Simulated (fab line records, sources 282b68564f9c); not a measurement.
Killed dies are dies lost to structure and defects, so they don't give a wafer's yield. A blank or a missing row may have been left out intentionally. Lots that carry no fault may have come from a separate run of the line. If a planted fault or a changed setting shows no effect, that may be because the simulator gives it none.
One fault through the eyes of 2 desks	flow rit_cmos	numbers are kept per desk, each desk with only its own; the story behind them comes last

== METROLOGY DESK ==
Lot by lot, what the gauges showed, no matter which tool ran the lot: averages of those sampled wafers that carry a number. Marked OUT: a lot whose mean sits more than 4 standard deviations from the usual mean, which makes it out of limits; the brackets give that distance.
Columns: A = PWELL_OVL at RIT_PWELL_OVL_MEAS_06, usual -0.2 nm; B = NLDD_TW at RIT_NLDD_TW_MEAS_10, usual 2463
lot	first seen here	A	B
L966	day 1 22:19	1.0	2442
L967	day 2 02:53	-1.2	2468
L968	day 2 11:08	-2.8	2462
L969	day 2 18:11	-1.2	2454
L970	day 3 00:53	1.3	2451
L971	day 3 00:57	-0.9	2455
L972	day 3 06:19	1.9	2450
L977	day 4 05:52	-0.3	2475
L978	day 4 10:42	-2.2	2449
L984	day 5 16:15	0.4	2478
L985	day 5 22:19	1.0	2477
L987	day 6 08:05	-0.5	2469
L988	day 6 11:56	-0.2	2479
L989	day 6 16:52	-1.4	2467
Result from this desk: across the 14 lots, nothing is out of limits.

== THE TOOL OWNER'S DESK: litho_track-03 ==
The tool's own readings at RIT_ACTIVE_HARDBAKE_12 (time 60 s): means of the sampled wafers that have a number, for each lot that ran on this tool. Marked OUT: a lot whose mean sits more than 4 standard deviations from the usual mean, which makes it out of limits; the brackets give that distance.
Columns: A = heater_power_total_W at RIT_ACTIVE_HARDBAKE_12, usual 62.54 W; B = plate_temp_C at RIT_ACTIVE_HARDBAKE_12, usual 140.03 C; C = resist_line_temp_C at RIT_ACTIVE_HARDBAKE_12, usual 23.00 C
lot	first seen here	A	B	C
L966	day 1 14:44	62.55	139.98	22.80
L968	day 2 00:35	62.54	140.13	22.94
L970	day 2 14:37	62.57	140.12	23.10
L971	day 2 17:26	62.58	140.06	23.09
L977	day 3 22:28	64.45 (+41) OUT	143.24 (+25) OUT	23.04
L978	day 4 02:43	64.38 (+39) OUT	143.20 (+24) OUT	22.96
This desk finds L977, L978 out of limits, L977 being first, at day 3 22:28 (heater_power_total_W at RIT_ACTIVE_HARDBAKE_12). Within limits: L966, L968, L970, L971.

== TAKEN TOGETHER ==
At day 3 22:28, on L977, L978, the tool owner's desk was in a position to raise an alarm.
At the metrology desk, nothing out of limits was observed.
The metrology desk holds a record of L977, L978, inside its limits.
Of the lots named, all ran RIT_ACTIVE_HARDBAKE_12 on litho_track-03.

== WHAT THE SIMULATOR HAD PUT IN ==
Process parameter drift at RIT_ACTIVE_HARDBAKE_12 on litho_track-03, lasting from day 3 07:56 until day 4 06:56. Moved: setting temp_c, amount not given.
Lots struck among those shown: L977, L978.
Delay in hours, fault start to first out-of-limits reading, by desk: the tool owner's desk at 15.
